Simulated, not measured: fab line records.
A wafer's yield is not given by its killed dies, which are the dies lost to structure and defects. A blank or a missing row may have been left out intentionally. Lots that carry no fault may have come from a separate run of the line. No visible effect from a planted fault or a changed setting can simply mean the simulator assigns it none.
fab line records	flow rit_cmos	part 1 of 2: steps 1 to 32 of 42
record: lots: 5	wafers: 15	last_day: 6
route steps=202 shown PSD@145 SDANNEAL@153 NSD@158 PLDD@159 NLDD@160 SILICIDE@161 CONTACT@168 M1@184
lots untouched by any fault: they come from a run of this same line in which no faults occurred
start_h: start of the lot's first displayed wafer, in hours after the record's first day	wait_h: hours from the lot's prior step to this one	" the same as in the row above	L1.1+2: one row covering several wafers at once	- value missing, or start not given	* or withheld: withheld	< > ~ a bound
route shown NAME@n: names a module that has steps shown in the file, with the first one's number in the route	usual: the fault-free wafers' mean and standard deviation	same: alike in all rows	chamber/n: place in a boat	sites: readings site by site	_std_site: how widely they spread, as a standard deviation	_edge_site: the outer-site mean with the inner-site mean subtracted	radius_mm: for every site, how far away it sits from the centre of the wafer	mask NAME#n: copy n	behind: tool/chamber where the wafer was last shaped	hold: why the lot was held/for how many hours/how that ended	device: whichever transistor did not switch (one of n, p or np)	end of line: tests of these same wafers at the route's end	a step with no rows: only its recipe	killed: count of dies lost to structure and defects at first sort (not the wafer's yield)	map: shows each die of a wafer: x if killed, . if not, _ if none is there
set.NAME: the run value of the setting; set.NAME@STEP: its run value at that earlier step	model.NAME: the simulator's own value behind a step, which no gauge read
lots at some steps of the route; a table a step, a row a wafer
services: when a tool's chamber went out of use (start_h, in hours from the record's first day, below 0 if earlier), for how many hours, and the reason
== steps ==
step: RIT_PSD_EXPOSE_03
recipe: mask_id: M10	na: 0.57	target_cd_nm: 40900	dose_mj: 250
lot.wafer	tool	chamber	start_h	wait_h	mask
L074.2+3+6	iline_stepper-02	0	54.78	0.2	M10#0
L084.1+2+3	iline_stepper-01	0	103.81	0.2	M10#0
L085.3+4+6	iline_stepper-02	0	111.51	0.2	M10#0
L086.1+2+3	iline_stepper-01	0	116.42	0.2	M10#0
L092.2+5+6	iline_stepper-01	0	143.41	0.2	M10#0
step: RIT_PSD_PEB_04
recipe: resist: NOVOLAK	temp_c: withheld	time_s: withheld
lot.wafer	tool	chamber	start_h	wait_h
L074.2+3+6	litho_track-01	0	54.91	0.1
L084.1+2+3	litho_track-04	0	103.96	0.1
L085.3+4+6	litho_track-04	0	111.63	0.1
L086.1+2+3	litho_track-04	0	116.53	0.1
L092.2+5+6	litho_track-01	0	143.53	0.1
step: RIT_PSD_DEVELOP_05
recipe: resist: NOVOLAK	develop_time_s: 50	dev_temp_c: 23
lot.wafer	tool	chamber	start_h	wait_h
L074.2+3+6	litho_track-01	0	-	-
L084.1+2+3	litho_track-04	0	-	-
L085.3+4+6	litho_track-04	0	-	-
L086.1+2+3	litho_track-04	0	-	-
L092.2+5+6	litho_track-01	0	-	-
step: RIT_PSD_OVL_MEAS_06
usual: PSD_OVL: -0.4/1.2
lot.wafer	tool	chamber	start_h	wait_h	PSD_OVL[nm]
L074.2	overlay-02	-	55.17	-	0.3
L074.3	"	-	"	"	-0.5
L074.6	"	-	"	"	0.3
L084.1	overlay-02	-	104.24	-	1.0
L084.2	"	-	"	"	0.4
L084.3	"	-	"	"	1.9
L085.3	overlay-02	-	111.88	-	1.5
L085.4	"	-	"	"	2.1
L085.6	"	-	"	"	1.8
L086.1	overlay-01	-	116.82	-	1.4
L086.2	"	-	"	"	0.7
L086.3	"	-	"	"	0.6
L092.2	overlay-02	-	143.79	-	-0.2
L092.5	"	-	"	"	-0.6
L092.6	"	-	"	"	-0.5
step: RIT_PSD_HARDBAKE_07
recipe: resist: NOVOLAK	temp_c: 140	time_s: 60
lot.wafer	tool	chamber	start_h	wait_h
L074.2+3+6	litho_track-04	0	55.22	0.0
L084.1+2+3	litho_track-01	0	104.27	0.0
L085.3+4+6	litho_track-04	0	111.95	0.1
L086.1+2+3	litho_track-01	0	116.85	0.0
L092.2+5+6	litho_track-03	0	143.85	0.0
step: RIT_PSD_IMPLANT_08
recipe: species: BF2	energy_kev: 27	dose_cm2: 5e+15	tilt_deg: 7
lot.wafer	tool	chamber	start_h	wait_h
L074.2+3+6	implanter-01	0	55.37	0.1
L084.1+2+3	implanter-03	0	104.42	0.1
L085.3+4+6	implanter-01	0	112.10	0.1
L086.1+2+3	implanter-03	0	117.00	0.1
L092.2+5+6	implanter-03	0	144.00	0.1
step: RIT_PSD_STRIP_09
recipe: chemistry: O2	time_s: 180	resist: NOVOLAK	platen_temp_c: withheld	power_w: 500	pressure_mtorr: 4000	o2_flow_sccm: 4000
usual: drypump_motor_current_A: 5.7/0.43
lot.wafer	tool	chamber	start_h	wait_h	drypump_motor_current_A	rf_hours_counter_h
L074.2	plasma_asher-04	0	55.50	0.1	6.5	41
L074.3	"	1	"	"	6.1	-
L074.6	"	0	"	"	6.5	-
L084.1	plasma_asher-01	1	104.57	0.1	5.1	31
L084.2	"	0	"	"	5.6	31
L084.3	"	1	"	"	5.1	-
L085.3	plasma_asher-01	0	112.26	0.1	5.6	-
L085.4	"	1	"	"	5.1	-
L085.6	"	0	"	"	5.7	-
L086.1	plasma_asher-01	0	117.15	0.1	5.7	32
L086.2	"	1	"	"	5.1	32
L086.3	"	0	"	"	5.7	-
L092.2	plasma_asher-03	1	144.12	0.1	5.5	3
L092.5	"	1	"	"	5.6	-
L092.6	"	0	"	"	5.6	-
step: RIT_PSD_TW_MEAS_10
usual: PSD_TW: 3416/14
lot.wafer	tool	chamber	start_h	wait_h	PSD_TW
L074.2	film_metro-02	-	55.68	0.1	3402
L074.3	"	-	"	"	3425
L074.6	"	-	"	"	3426
L084.1	film_metro-02	-	104.75	0.1	3419
L084.2	"	-	"	"	3427
L084.3	"	-	"	"	3418
L085.3	film_metro-03	-	112.40	0.1	3440
L085.4	"	-	"	"	3417
L085.6	"	-	"	"	3414
L086.1	film_metro-03	-	117.33	0.1	3424
L086.2	"	-	"	"	3418
L086.3	"	-	"	"	3420
L092.2	film_metro-03	-	144.31	0.1	3397
L092.5	"	-	"	"	3391
L092.6	"	-	"	"	3399
step: RIT_SDANNEAL_CLEAN_00
recipe: chemistry: SC1	mix: 3:3:50	time_s: 600	temp_c: 75
usual: bath_heat_duty_pct: 15.7/2.1
lot.wafer	tool	chamber	start_h	wait_h	bath_heat_duty_pct
L074.2	wet_bench-02	3	55.73	0.0	16.7
L074.3	"	3	"	"	15.8
L074.6	"	3	"	"	14.8
L084.1	wet_bench-04	3	104.81	0.1	14.0
L084.2	"	3	"	"	13.0
L084.3	"	3	"	"	14.1
L085.3	wet_bench-04	2	112.44	0.0	16.7
L085.4	"	2	"	"	15.8
L085.6	"	2	"	"	18.1
L086.1	wet_bench-02	1	117.39	0.1	13.4
L086.2	"	1	"	"	12.9
L086.3	"	1	"	"	12.1
L092.2	wet_bench-04	2	144.36	0.0	16.9
L092.5	"	2	"	"	15.7
L092.6	"	2	"	"	17.7
step: RIT_SDANNEAL_CLEAN_01
recipe: chemistry: dHF	dilution: 50:1	time_s: 30
lot.wafer	tool	chamber	start_h	wait_h
L074.2+3+6	wet_bench-01	1	55.91	0.0
L084.1+2+3	wet_bench-02	0	104.98	0.0
L085.3+4+6	wet_bench-01	1	112.63	0.0
L086.1+2+3	wet_bench-01	2	117.56	0.0
L092.2+5+6	wet_bench-01	2	144.53	0.0
step: RIT_SDANNEAL_CLEAN_02
recipe: chemistry: SC2	mix: 3:3:50	time_s: 600	temp_c: 75	dry: n2_spin
usual: bath_heat_duty_pct: 14.5/1.7
lot.wafer	tool	chamber	start_h	wait_h	bath_heat_duty_pct
L074.2	wet_bench-02	3	55.93	0.0	15.9
L074.3	"	3	"	"	15.7
L074.6	"	3	"	"	15.5
L084.1	wet_bench-01	3	105.00	0.0	14.6
L084.2	"	3	"	"	14.9
L084.3	"	3	"	"	14.4
L085.3	wet_bench-02	2	112.65	0.0	13.8
L085.4	"	2	"	"	14.6
L085.6	"	2	"	"	14.7
L086.1	wet_bench-04	1	117.58	0.0	14.8
L086.2	"	1	"	"	17.0
L086.3	"	1	"	"	15.9
L092.2	wet_bench-02	3	144.55	0.0	16.1
L092.5	"	3	"	"	15.9
L092.6	"	3	"	"	15.2
step: RIT_SDANNEAL_RTA_03
recipe: temp_c: 1050	time_s: 5	idle_temp_c: 600	ramp_up_c_per_s: 342	ramp_down_c_per_s: 171	cool_to_c: 600	ambient: N2
usual: wafer_temp_C_max: 1053.5/1.1
lot.wafer	tool	chamber	start_h	wait_h	wafer_temp_C_max
L074.2	rtp_anneal-02	0	56.11	0.0	1053.4
L074.3	"	0	"	"	1052.9
L074.6	"	0	"	"	1053.0
L084.1	rtp_anneal-02	0	105.18	0.0	1053.0
L084.2	"	0	"	"	1052.9
L084.3	"	0	"	"	1053.8
L085.3	rtp_anneal-01	0	112.84	0.0	1054.7
L085.4	"	0	"	"	1053.8
L085.6	"	0	"	"	1052.6
L086.1	rtp_anneal-02	0	117.79	0.0	1053.8
L086.2	"	0	"	"	1052.8
L086.3	"	0	"	"	1051.9
L092.2	rtp_anneal-02	0	144.75	0.0	1053.4
L092.5	"	0	"	"	1052.6
L092.6	"	0	"	"	1054.2
step: RIT_SDANNEAL_RS_MEAS_04
recipe: thk_meas_gauge: four-point-probe
usual: PSD_RS: 115.9/0.32
lot.wafer	tool	chamber	start_h	wait_h	PSD_RS[ohm/sq]
L074.2	film_metro-03	-	56.18	0.1	115.1
L074.3	"	-	"	"	115.2
L074.6	"	-	"	"	115.7
L084.1	film_metro-03	-	105.23	0.0	115.8
L084.2	"	-	"	"	116.0
L084.3	"	-	"	"	116.2
L085.3	film_metro-02	-	112.92	0.1	116.3
L085.4	"	-	"	"	116.1
L085.6	"	-	"	"	116.3
L086.1	film_metro-02	-	117.85	0.0	116.4
L086.2	"	-	"	"	116.1
L086.3	"	-	"	"	116.1
L092.2	film_metro-03	-	144.86	0.1	115.9
L092.5	"	-	"	"	115.6
L092.6	"	-	"	"	115.6
step: RIT_SDANNEAL_RS_MEAS_05
recipe: thk_meas_gauge: four-point-probe
usual: NSD_RS: 84.58/0.27
lot.wafer	tool	chamber	start_h	wait_h	NSD_RS[ohm/sq]
L074.2	film_metro-03	-	56.30	0.1	84.19
L074.3	"	-	"	"	84.29
L074.6	"	-	"	"	84.53
L084.1	film_metro-03	-	105.35	0.1	84.43
L084.2	"	-	"	"	84.32
L084.3	"	-	"	"	84.58
L085.3	film_metro-02	-	113.04	0.1	84.43
L085.4	"	-	"	"	84.67
L085.6	"	-	"	"	84.54
L086.1	film_metro-02	-	117.97	0.1	84.50
L086.2	"	-	"	"	84.73
L086.3	"	-	"	"	84.43
L092.2	film_metro-03	-	144.98	0.1	84.87
L092.5	"	-	"	"	84.76
L092.6	"	-	"	"	84.94
step: RIT_SDANNEAL_RS_MEAS_06
recipe: thk_meas_gauge: four-point-probe
usual: PLDD_RS: 178.7/0.56
lot.wafer	tool	chamber	start_h	wait_h	PLDD_RS[ohm/sq]
L074.2	film_metro-03	-	56.42	0.1	177.2
L074.3	"	-	"	"	177.6
L074.6	"	-	"	"	177.4
L084.1	film_metro-03	-	105.47	0.1	178.9
L084.2	"	-	"	"	179.6
L084.3	"	-	"	"	179.9
L085.3	film_metro-02	-	113.16	0.1	178.9
L085.4	"	-	"	"	179.2
L085.6	"	-	"	"	179.0
L086.1	film_metro-02	-	118.09	0.1	178.9
L086.2	"	-	"	"	178.4
L086.3	"	-	"	"	179.0
L092.2	film_metro-03	-	145.10	0.1	178.0
L092.5	"	-	"	"	178.1
L092.6	"	-	"	"	178.1
step: RIT_SDANNEAL_RS_MEAS_07
recipe: thk_meas_gauge: four-point-probe
usual: NLDD_RS: 151.7/0.5
lot.wafer	tool	chamber	start_h	wait_h	NLDD_RS[ohm/sq]
L074.2	film_metro-03	-	56.54	0.1	151.3
L074.3	"	-	"	"	151.1
L074.6	"	-	"	"	151.3
L084.1	film_metro-03	-	105.59	0.1	151.7
L084.2	"	-	"	"	152.1
L084.3	"	-	"	"	151.7
L085.3	film_metro-02	-	113.28	0.1	152.1
L085.4	"	-	"	"	152.2
L085.6	"	-	"	"	152.0
L086.1	film_metro-02	-	118.21	0.1	152.0
L086.2	"	-	"	"	151.5
L086.3	"	-	"	"	151.8
L092.2	film_metro-03	-	145.22	0.1	151.6
L092.5	"	-	"	"	151.2
L092.6	"	-	"	"	151.5
step: RIT_SILICIDE_WET_ETCH_00
recipe: chemistry: BOE	target: SiO2	target_depth_nm: 14	time_s: 15	dry: n2_spin	dilution: 10:1	temp_c: 21.5
usual: bath_heat_duty_pct: 1.8/0.4
lot.wafer	tool	chamber	start_h	wait_h	bath_heat_duty_pct
L074.2	wet_bench-04	0	56.64	0.1	1.9
L074.3	"	0	"	"	2.0
L074.6	"	0	"	"	2.2
L084.1	wet_bench-02	2	105.71	0.1	1.9
L084.2	"	2	"	"	2.2
L084.3	"	2	"	"	1.9
L085.3	wet_bench-03	2	113.36	0.1	1.7
L085.4	"	2	"	"	2.0
L085.6	"	2	"	"	2.0
L086.1	wet_bench-02	0	118.33	0.1	2.1
L086.2	"	0	"	"	1.6
L086.3	"	0	"	"	2.0
L092.2	wet_bench-04	1	145.32	0.1	1.4
L092.5	"	1	"	"	2.3
L092.6	"	1	"	"	1.9
step: RIT_SILICIDE_SPUTTER_01
recipe: material: Ti	target_thk_nm: 30	power_w: 350	chamber_pressure_pa: 0.667	gas: Ar	time_s: 240	substrate_temp_c: 25
usual: throttle_valve_pct: 30.0/0.98
lot.wafer	tool	chamber	start_h	wait_h	throttle_valve_pct
L074.2	pvd_sputter-03	-	56.65	0.0	30.2
L074.3	"	-	"	"	30.8
L074.6	"	-	"	"	32.1
L084.1	pvd_sputter-01	-	105.73	0.0	28.3
L084.2	"	-	"	"	31.0
L084.3	"	-	"	"	29.2
L085.3	pvd_sputter-02	-	113.37	0.0	29.9
L085.4	"	-	"	"	31.1
L085.6	"	-	"	"	31.0
L086.1	pvd_sputter-01	-	118.34	0.0	31.4
L086.2	"	-	"	"	29.2
L086.3	"	-	"	"	28.6
L092.2	pvd_sputter-01	-	145.33	0.0	31.0
L092.5	"	-	"	"	28.3
L092.6	"	-	"	"	29.1
step: RIT_SILICIDE_RS_MEAS_02
recipe: thk_meas_gauge: four-point-probe	reads: Ti_of_SILICIDE_SPUTTER_01
usual: SILICIDE_TI_RS: 47.6/0.67
lot.wafer	tool	chamber	start_h	wait_h	SILICIDE_TI_RS[ohm/sq]
L074.2	film_metro-02	-	56.82	0.1	48.4
L074.3	"	-	"	"	48.9
L074.6	"	-	"	"	48.5
L084.1	film_metro-02	-	105.88	0.1	47.7
L084.2	"	-	"	"	48.1
L084.3	"	-	"	"	48.1
L085.3	film_metro-04	-	113.56	0.1	47.3
L085.4	"	-	"	"	48.2
L085.6	"	-	"	"	48.0
L086.1	film_metro-04	-	118.49	0.1	47.2
L086.2	"	-	"	"	47.2
L086.3	"	-	"	"	47.4
L092.2	film_metro-02	-	145.50	0.1	48.8
L092.5	"	-	"	"	47.6
L092.6	"	-	"	"	48.3
step: RIT_SILICIDE_THK_MEAS_03
recipe: thk_meas_gauge: xrf	reads: Ti_of_SILICIDE_SPUTTER_01
usual: SILICIDE_TI_THK: 30.6/0.37
lot.wafer	tool	chamber	start_h	wait_h	SILICIDE_TI_THK[nm]
L074.2	film_metro-02	-	56.93	0.1	30.2
L074.3	"	-	"	"	29.9
L074.6	"	-	"	"	30.2
L084.1	film_metro-02	-	106.00	0.1	30.5
L084.2	"	-	"	"	30.4
L084.3	"	-	"	"	30.3
L085.3	film_metro-04	-	113.66	0.1	30.7
L085.4	"	-	"	"	30.3
L085.6	"	-	"	"	30.5
L086.1	film_metro-04	-	118.61	0.1	30.8
L086.2	"	-	"	"	30.8
L086.3	"	-	"	"	30.6
L092.2	film_metro-02	-	145.61	0.1	30.0
L092.5	"	-	"	"	30.5
L092.6	"	-	"	"	30.2
step: RIT_SILICIDE_RTA_04
recipe: temp_c: 650	time_s: 10	idle_temp_c: 25	ramp_up_s: 5	ramp_down_s: 5	cool_to_c: 25	ambient: N2
usual: wafer_temp_C_max: 652.3/0.55
lot.wafer	tool	chamber	start_h	wait_h	wafer_temp_C_max
L074.2	rtp_anneal-01	0	57.00	0.1	653.0
L074.3	"	0	"	"	652.7
L074.6	"	0	"	"	652.0
L084.1	rtp_anneal-01	0	106.06	0.1	653.3
L084.2	"	0	"	"	652.4
L084.3	"	0	"	"	652.4
L085.3	rtp_anneal-02	0	113.72	0.1	652.1
L085.4	"	0	"	"	651.9
L085.6	"	0	"	"	651.9
L086.1	rtp_anneal-01	0	118.67	0.1	652.2
L086.2	"	0	"	"	652.9
L086.3	"	0	"	"	652.8
L092.2	rtp_anneal-01	0	145.68	0.1	652.1
L092.5	"	0	"	"	653.2
L092.6	"	0	"	"	652.5
step: RIT_SILICIDE_WET_ETCH_05
recipe: chemistry: SPM	target: Ti	temp_c: 90	time_s: 120	dry: n2_spin
usual: bath_heat_duty_pct: 13.9/1.6
lot.wafer	tool	chamber	start_h	wait_h	bath_heat_duty_pct
L074.2	wet_bench-03	1	57.12	0.1	14.0
L074.3	"	1	"	"	15.1
L074.6	"	1	"	"	14.7
L084.1	wet_bench-03	1	106.12	0.1	13.6
L084.2	"	1	"	"	14.8
L084.3	"	1	"	"	15.2
L085.3	wet_bench-04	0	113.77	0.0	16.3
L085.4	"	0	"	"	16.7
L085.6	"	0	"	"	16.4
L086.1	wet_bench-04	3	118.74	0.1	12.0
L086.2	"	3	"	"	12.5
L086.3	"	3	"	"	12.9
L092.2	wet_bench-02	2	145.73	0.0	12.9
L092.5	"	2	"	"	11.8
L092.6	"	2	"	"	13.0
step: RIT_SILICIDE_RTA_06
recipe: temp_c: 750	time_s: 10	idle_temp_c: 25	ramp_up_s: 5	ramp_down_s: 10	cool_to_c: 25	ambient: N2
usual: wafer_temp_C_max: 752.7/0.71
lot.wafer	tool	chamber	start_h	wait_h	wafer_temp_C_max
L074.2	rtp_anneal-02	0	57.17	0.0	752.2
L074.3	"	0	"	"	752.3
L074.6	"	0	"	"	751.8
L084.1	rtp_anneal-02	0	106.17	0.0	751.8
L084.2	"	0	"	"	753.3
L084.3	"	0	"	"	753.7
L085.3	rtp_anneal-01	0	113.84	0.0	753.5
L085.4	"	0	"	"	753.4
L085.6	"	0	"	"	753.9
L086.1	rtp_anneal-02	0	118.78	0.0	752.7
L086.2	"	0	"	"	752.5
L086.3	"	0	"	"	752.1
L092.2	rtp_anneal-02	0	145.80	0.0	753.0
L092.5	"	0	"	"	752.0
L092.6	"	0	"	"	751.6
step: RIT_CONTACT_CVD_00
recipe: material: SiO2	target_thk_nm: 400	precursor: TEOS	temp_c: 390	time_s: 61	rf_w: 400
usual: heater_power_w: 345/53
lot.wafer	tool	chamber	start_h	wait_h	heater_power_w
L074.2	pecvd-03	0	57.22	0.0	306
L074.3	"	1	"	"	301
L074.6	"	0	"	"	233
L084.1	pecvd-01	0	106.23	0.1	327
L084.2	"	1	"	"	323
L084.3	"	2	"	"	383
L085.3	pecvd-04	0	113.89	0.0	321
L085.4	"	1	"	"	432
L085.6	"	0	"	"	338
L086.1	pecvd-03	2	118.85	0.1	422
L086.2	"	1	"	"	338
L086.3	"	0	"	"	295
L092.2	pecvd-03	0	145.91	0.1	264
L092.5	"	2	"	"	462
L092.6	"	0	"	"	278
step: RIT_CONTACT_THK_MEAS_01
recipe: reads: SiO2_of_CONTACT_CVD_00
usual: CONTACT_TEOS_THK: 401/5.2
lot.wafer	tool	chamber	start_h	wait_h	CONTACT_TEOS_THK[nm]
L074.2	film_metro-04	-	57.28	0.0	397
L074.3	"	-	"	"	398
L074.6	"	-	"	"	401
L084.1	film_metro-01	-	106.28	0.0	397
L084.2	"	-	"	"	396
L084.3	"	-	"	"	396
L085.3	film_metro-03	-	113.96	0.0	408
L085.4	"	-	"	"	411
L085.6	"	-	"	"	410
L086.1	film_metro-03	-	118.90	0.0	401
L086.2	"	-	"	"	394
L086.3	"	-	"	"	394
L092.2	film_metro-04	-	145.97	0.0	401
L092.5	"	-	"	"	403
L092.6	"	-	"	"	404
step: RIT_CONTACT_HMDS_02
recipe: prime_time_s: 60	prime_temp_c: 140
lot.wafer	tool	chamber	start_h	wait_h
L074.2+3+6	litho_track-04	0	57.45	0.2
L084.1+2+3	litho_track-04	0	106.34	0.1
L085.3+4+6	litho_track-02	0	114.05	0.1
L086.1+2+3	litho_track-01	0	118.96	0.1
L092.2+5+6	litho_track-01	0	146.04	0.1
step: RIT_CONTACT_COAT_03
recipe: resist: NOVOLAK	spin_rpm: 3250	resist_thk_nm: 1000
lot.wafer	tool	chamber	start_h	wait_h
L074.2+3+6	litho_track-04	0	57.60	0.1
L084.1+2+3	litho_track-04	0	106.49	0.1
L085.3+4+6	litho_track-02	0	114.20	0.1
L086.1+2+3	litho_track-01	0	119.11	0.1
L092.2+5+6	litho_track-01	0	146.19	0.1
step: RIT_CONTACT_SOFTBAKE_04
recipe: resist: NOVOLAK	temp_c: 90	time_s: 60
lot.wafer	tool	chamber	start_h	wait_h
L074.2+3+6	litho_track-04	0	57.75	0.1
L084.1+2+3	litho_track-04	0	106.64	0.1
L085.3+4+6	litho_track-02	0	114.35	0.1
L086.1+2+3	litho_track-01	0	119.26	0.1
L092.2+5+6	litho_track-01	0	146.34	0.1
step: RIT_CONTACT_EXPOSE_05
recipe: mask_id: M11	na: 0.6	source_shape: conventional	sigma_outer: 0.5	target_cd_nm: 1000	dose_mj: 250
lot.wafer	tool	chamber	start_h	wait_h	mask
L074.2+3+6	iline_stepper-02	0	58.02	0.2	M11#0
L084.1+2+3	iline_stepper-01	0	106.92	0.2	M11#0
L085.3+4+6	iline_stepper-02	0	114.61	0.2	M11#0
L086.1+2+3	iline_stepper-02	0	119.41	0.1	M11#0
L092.2+5+6	iline_stepper-02	0	146.62	0.2	M11#0
step: RIT_CONTACT_PEB_06
recipe: resist: NOVOLAK	temp_c: withheld	time_s: withheld
lot.wafer	tool	chamber	start_h	wait_h
L074.2+3+6	litho_track-01	0	58.20	0.2
L084.1+2+3	litho_track-04	0	107.03	0.1
L085.3+4+6	litho_track-01	0	114.74	0.1
L086.1+2+3	litho_track-01	0	119.53	0.1
L092.2+5+6	litho_track-02	0	146.74	0.1
step: RIT_CONTACT_DEVELOP_07
recipe: resist: NOVOLAK	develop_time_s: 120	dev_temp_c: 23
lot.wafer	tool	chamber	start_h	wait_h
L074.2+3+6	litho_track-01	0	-	-
L084.1+2+3	litho_track-04	0	-	-
L085.3+4+6	litho_track-01	0	-	-
L086.1+2+3	litho_track-01	0	-	-
L092.2+5+6	litho_track-02	0	-	-
step: RIT_CONTACT_CD_MEAS_08
recipe: target_cd_nm: 1000
usual: cd_nm: 1001.2/2.2
lot.wafer	tool	chamber	start_h	wait_h	cd_nm
L074.2	cd_sem-01	-	58.60	-	1005.7
L074.3	"	-	"	"	1004.1
L074.6	"	-	"	"	1001.9
L084.1	cd_sem-02	-	107.43	-	1001.1
L084.2	"	-	"	"	1004.6
L084.3	"	-	"	"	1002.7
L085.3	cd_sem-02	-	115.13	-	1000.1
L085.4	"	-	"	"	1000.0
L085.6	"	-	"	"	1001.5
L086.1	cd_sem-02	-	119.93	-	1004.3
L086.2	"	-	"	"	1004.3
L086.3	"	-	"	"	1005.0
L092.2	cd_sem-01	-	147.13	-	1000.7
L092.5	"	-	"	"	999.8
L092.6	"	-	"	"	1000.7
